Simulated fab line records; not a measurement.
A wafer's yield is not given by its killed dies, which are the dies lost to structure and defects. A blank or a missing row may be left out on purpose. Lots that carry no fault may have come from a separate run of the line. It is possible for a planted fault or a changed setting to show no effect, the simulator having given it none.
Code-filled problem report in 8D (eight disciplines) form ; flow rit-cmos ; the parts of the form that need people (team, actions taken, sign-off) are left out

== 1. WHAT IS WRONG ==
Wafers free of any fault read 84.51 ohm/sq (standard deviation 0.28) for NSD_RS at RIT_SDANNEAL_RS_MEAS_05, against a mean of 86.26 ohm/sq on 6 wafers of 2 lots. That is +6.2 standard deviations from the usual mean.
The step: measures by four-point-probe.
Earliest sighting: wafer L723.2 on film-metro-01 at day 5 13:16. The record has a number at this step for 42 wafers belonging to 14 lots. Rule for "out", or "out of limits": more than 4 standard deviations from the usual mean. All remaining wafers that have a number are taken as sound.

== 2. WHAT IT IS AND WHAT IT IS NOT ==
question;is;is not
which readings at this step;NSD_RS;-
which lots;L723, L726;L711, L712, L714, L715, L717, L719, L720, L722, L724, L731, L732, L734
which wafers of those lots;all that have a number;-
read on which gauges;film-metro-01, film-metro-04;film-metro-03
when;from day 5 13:16;"up to then (24 sound wafers); but 12 sound wafers of L724, L731, L732, L734 came after"

== 3. WHAT RULES OUT EACH SUSPECT ==
Counting: any tool at a process step up to the reading is kept as a suspect provided that every lot that is out went through it and no sound lot did after the first of them.
- the gauge at RIT_SDANNEAL_RS_MEAS_05: ruled out. 2 gauges (film-metro-01, film-metro-04) read the wafers that are out.
- implanter-04 at RIT_NSD_IMPLANT_08: kept. Every lot that is out went through it, starting with L723 (day 5 10:54), and after that it ran no sound lot; the last sound lot it ran before then is L720 (day 4 21:11). Out on those wafers are its own readings of beam-energy-keV.
Left after counting: implanter-04 at RIT_NSD_IMPLANT_08.

== 4. THE CAUSE (what the simulator had put in) ==
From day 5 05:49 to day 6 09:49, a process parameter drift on implanter-04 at RIT_NSD_IMPLANT_08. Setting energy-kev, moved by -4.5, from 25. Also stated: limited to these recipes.
Counting left only this tool.

== 5. THE CHAIN OF EFFECTS, in route order ==
Each row: a reading where the mean over the struck wafers with a number is more than 3 standard deviations away from the usual. Scope: only readings with a usual standard deviation given in the record; hours: median across lots of the time from each lot's start at the first step in this table that gives one to its start at this step; sigmas: change in usual standard deviations.
hours;step;reading;usual;on struck wafers;change;sigmas
0;RIT_NSD_IMPLANT_08;beam-energy-keV;24.999;20.495;-4.504;-99 or more
0;RIT_NSD_TW_MEAS_10;NSD_TW;3139;2996;-143;-3.8
3;RIT_SDANNEAL_RS_MEAS_05;NSD_RS;84.51 ohm/sq;86.26;+1.75;+6.2
The process steps in it:
- RIT_NSD_IMPLANT_08

== 6. WHAT WOULD HAVE CAUGHT IT SOONER ==
In this record the first reading out of limits at a measuring or inspecting step was taken at day 5 13:16, 7 hours after the fault began at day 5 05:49.
At RIT_NSD_IMPLANT_08, the tool's own readings (beam-energy-keV) were out on each struck wafer the step has a row for, so an alarm limit on them would have fired on the first such wafer.
Of the lots that are out (2), L726 began RIT_NSD_IMPLANT_08 on implanter-04 after day 5 13:16. Holding the tool at that time would have saved it.
